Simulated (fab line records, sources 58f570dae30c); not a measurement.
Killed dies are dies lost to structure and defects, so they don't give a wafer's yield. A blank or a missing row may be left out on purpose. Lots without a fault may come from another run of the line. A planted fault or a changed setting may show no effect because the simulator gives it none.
Tool commonality check | flow berkeley_cmos170 | 15 lots, 45 wafers sampled

WHY IT WAS OPENED
At UCB170_NWELL_THK_MEAS_05 the reading NWELL_NITRIDE_THK is flagged on 3 of 15 lots. Wafers without a fault read 223.3 nm, standard deviation 2.4.
Rule: a lot is flagged when every wafer of it that has a number lies more than 4 standard deviations from that mean, or none has a number. The other lots count as sound.

lot  | measured    | on            | NWELL_NITRIDE_THK (nm), wafer by wafer | flag
L632 | day 2 09:41 | film_metro-04 | 227.5 226.7 226.2                      |
L633 | day 2 09:43 | film_metro-01 | 226.3 224.4 226.2                      |
L635 | day 2 17:31 | film_metro-04 | 227.4 227.3 226.8                      |
L634 | day 2 17:31 | film_metro-02 | 221.1 219.9 220.8                      |
L636 | day 3 05:51 | film_metro-01 | 444.9 445.2 445.7                      | FLAGGED
L637 | day 3 09:07 | film_metro-04 | 444.8 441.8 443.5                      | FLAGGED
L638 | day 3 17:21 | film_metro-02 | 442.9 443.4 441.7                      | FLAGGED
L641 | day 4 03:56 | film_metro-02 | 227.2 225.5 225.8                      |
L645 | day 5 00:33 | film_metro-02 | 221.5 223.6 221.9                      |
L646 | day 5 11:33 | film_metro-01 | 223.9 223.8 222.6                      |
L648 | day 5 21:59 | film_metro-04 | 224.0 223.0 221.9                      |
L650 | day 6 05:07 | film_metro-04 | 223.4 222.2 223.2                      |
L652 | day 6 11:28 | film_metro-02 | 225.7 225.8 226.5                      |
L654 | day 6 22:46 | film_metro-02 | 222.2 220.6 220.8                      |
L655 | day 7 07:24 | film_metro-04 | 222.6 221.8 223.5                      |
The numbers of the flagged lots are 443.8 nm on average: +220.5 nm against the usual, or +92 standard deviations.

WHICH TOOL RAN EACH LOT
The record holds 1 process step before the reading, out of a route of 331 steps. In each cell: the tool, then ch and the chambers that the sampled wafers went through, then the start.
lot  | flag    | UCB170_NWELL_CVD_04
L632 |         | lpcvd-02 ch 1, day 2 07:45
L633 |         | lpcvd-02 ch 1, day 2 07:45
L635 |         | lpcvd-01 ch 1, day 2 15:35
L634 |         | lpcvd-01 ch 1, day 2 15:35
L636 | FLAGGED | lpcvd-01 ch 1, day 3 01:24
L637 | FLAGGED | lpcvd-01 ch 0, day 3 03:54 and lpcvd-02 ch 0, day 3 07:11
L638 | FLAGGED | lpcvd-01 ch 1, day 3 11:42
L641 |         | lpcvd-02 ch 0, day 4 01:01
L645 |         | lpcvd-02 ch 0, day 4 22:36
L646 |         | lpcvd-01 ch 1, day 5 09:36
L648 |         | lpcvd-02 ch 0, day 5 20:04
L650 |         | lpcvd-01 ch 1, day 6 03:11
L652 |         | lpcvd-02 ch 0, day 6 09:31
L654 |         | lpcvd-01 ch 1, day 6 20:48
L655 |         | lpcvd-02 ch 0, day 7 05:28
What these steps do:
- UCB170_NWELL_CVD_04: deposits Si3N4 from SiH2Cl2/NH3, target thk 224 nm, time 3360 s.
- UCB170_NWELL_THK_MEAS_05

FLAGGED OVER TOTAL, TOOL BY TOOL (the gauges that took the reading come last)
step                     | tool          | lots run | flagged | share of the flagged lots | sound lots run after its first flagged lot
UCB170_NWELL_CVD_04      | lpcvd-01      | 8        | 3       | all                       | 3 (L646,L650,L654)
UCB170_NWELL_CVD_04      | lpcvd-02      | 8        | 1       | some                      | 5 (L641,L645,L648,L652,L655)
UCB170_NWELL_THK_MEAS_05 | film_metro-01 | 3        | 1       | some                      | 1 (L646)
UCB170_NWELL_THK_MEAS_05 | film_metro-02 | 6        | 1       | some                      | 4 (L641,L645,L652,L654)
UCB170_NWELL_THK_MEAS_05 | film_metro-04 | 6        | 1       | some                      | 3 (L648,L650,L655)

WHAT THE TABLE ALLOWS
1 row of the table ran every flagged lot: lpcvd-01 at UCB170_NWELL_CVD_04.
- lpcvd-01 at UCB170_NWELL_CVD_04: 3 of its 8 lots flagged. Sound lots ran on it after the first flagged one (L646, L650, L654), which a lasting fault on the whole tool wouldn't allow.
No row of the table ran every flagged lot and no sound lot after the first.

WHAT THE SIMULATOR HAD PUT IN
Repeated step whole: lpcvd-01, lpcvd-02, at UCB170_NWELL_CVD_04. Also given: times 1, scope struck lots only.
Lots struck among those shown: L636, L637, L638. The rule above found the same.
